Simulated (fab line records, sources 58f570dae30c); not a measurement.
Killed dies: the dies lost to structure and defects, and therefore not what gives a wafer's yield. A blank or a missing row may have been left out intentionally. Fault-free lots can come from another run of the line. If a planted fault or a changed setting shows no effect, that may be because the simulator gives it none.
Problem report, 8D (eight disciplines) form, completed by code | flow berkeley_cmos170 | the parts of the form that need people (team, actions taken, sign-off) are left out

1. THE PROBLEM
NWELL_TW at UCB170_NWELL_TW_MEAS_16 reads a mean of 1316 on 6 wafers of 2 lots; wafers without a fault read 1244 with a standard deviation of 12. That is +6.0 standard deviations from the usual mean.
The first sign was on wafer L294.1 at day 4 11:33, on film_metro-03. The record has a number at this step for 36 wafers belonging to 12 lots. Rule for "out", or "out of limits": more than 4 standard deviations from the usual mean. All remaining wafers that have a number are taken as sound.

2. WHAT IT IS, AND WHAT IT ISN'T
question                    | is                           | is not
which readings at this step | NWELL_TW                     | -
which lots                  | L294, L296                   | L283, L284, L285, L286, L287, L288, L300, L301, L304, L305
which wafers of those lots  | all that have a number       | -
read on which gauges        | film_metro-01, film_metro-03 | film_metro-04
when                        | from day 4 11:33             | up to then (18 sound wafers); but 12 sound wafers of L300, L301, L304, L305 came after

3. THE SUSPECTS, EACH WITH WHAT RULES IT OUT
Counting: a tool at any process step up to the reading remains a suspect when it ran all the lots that are out and ran no sound lot after the first of those.
- the gauge at UCB170_NWELL_TW_MEAS_16 has been ruled out. 2 gauges (film_metro-01, film_metro-03) read the wafers that are out.
- implanter-02 at UCB170_NWELL_IMPLANT_14: kept. It ran every lot that is out, first L294 (day 4 11:18), and no sound lot after that; its last sound lot up to then is L283 (day 2 15:26). On those wafers its own readings are out: beam_energy_keV.
Remaining after the count: implanter-02 at UCB170_NWELL_IMPLANT_14.

4. THE CAUSE (what the simulator had put in)
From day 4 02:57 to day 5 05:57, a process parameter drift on implanter-02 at UCB170_NWELL_IMPLANT_14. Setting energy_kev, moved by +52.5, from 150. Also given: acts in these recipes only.
The count eliminated every tool but this one.

5. SEQUENCE OF EFFECTS, ordered by route
Rows list readings where the struck wafers' mean (over those with a number) sits beyond 3 standard deviations from the usual. Scope: only readings with a usual standard deviation given in the record; hours: median across lots of the time from each lot's start at the first step in this table that gives one to its start at this step; sigmas: change in usual standard deviations.
hours | step                    | reading         | usual  | on struck wafers | change | sigmas
0     | UCB170_NWELL_IMPLANT_14 | beam_energy_keV | 150.00 | 202.48           | +52.48 | +99 or more
0     | UCB170_NWELL_TW_MEAS_16 | NWELL_TW        | 1244   | 1316             | +72    | +6.0
Its process steps:
- UCB170_NWELL_IMPLANT_14
At these later measuring or inspecting steps, every struck wafer for which the step has a row has a number for every such reading, and none has moved that far: UCB170_PSD_OVL_MEAS_07, UCB170_SDANNEAL_RS_MEAS_02, UCB170_M1_OVL_MEAS_10.

6. HOW IT WOULD HAVE BEEN CAUGHT EARLIER
9 hours passed between the start of the fault at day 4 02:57 and the first reading out of limits at a measuring or inspecting step in this record, taken at day 4 11:33.
At UCB170_NWELL_IMPLANT_14, the tool's own readings (beam_energy_keV) were out on each struck wafer the step has a row for, so an alarm limit on them would have fired on the first such wafer.
L296, from the lots that are out (2), started UCB170_NWELL_IMPLANT_14 on implanter-02 later than day 4 11:33. A tool hold placed at that time would have kept it from harm.
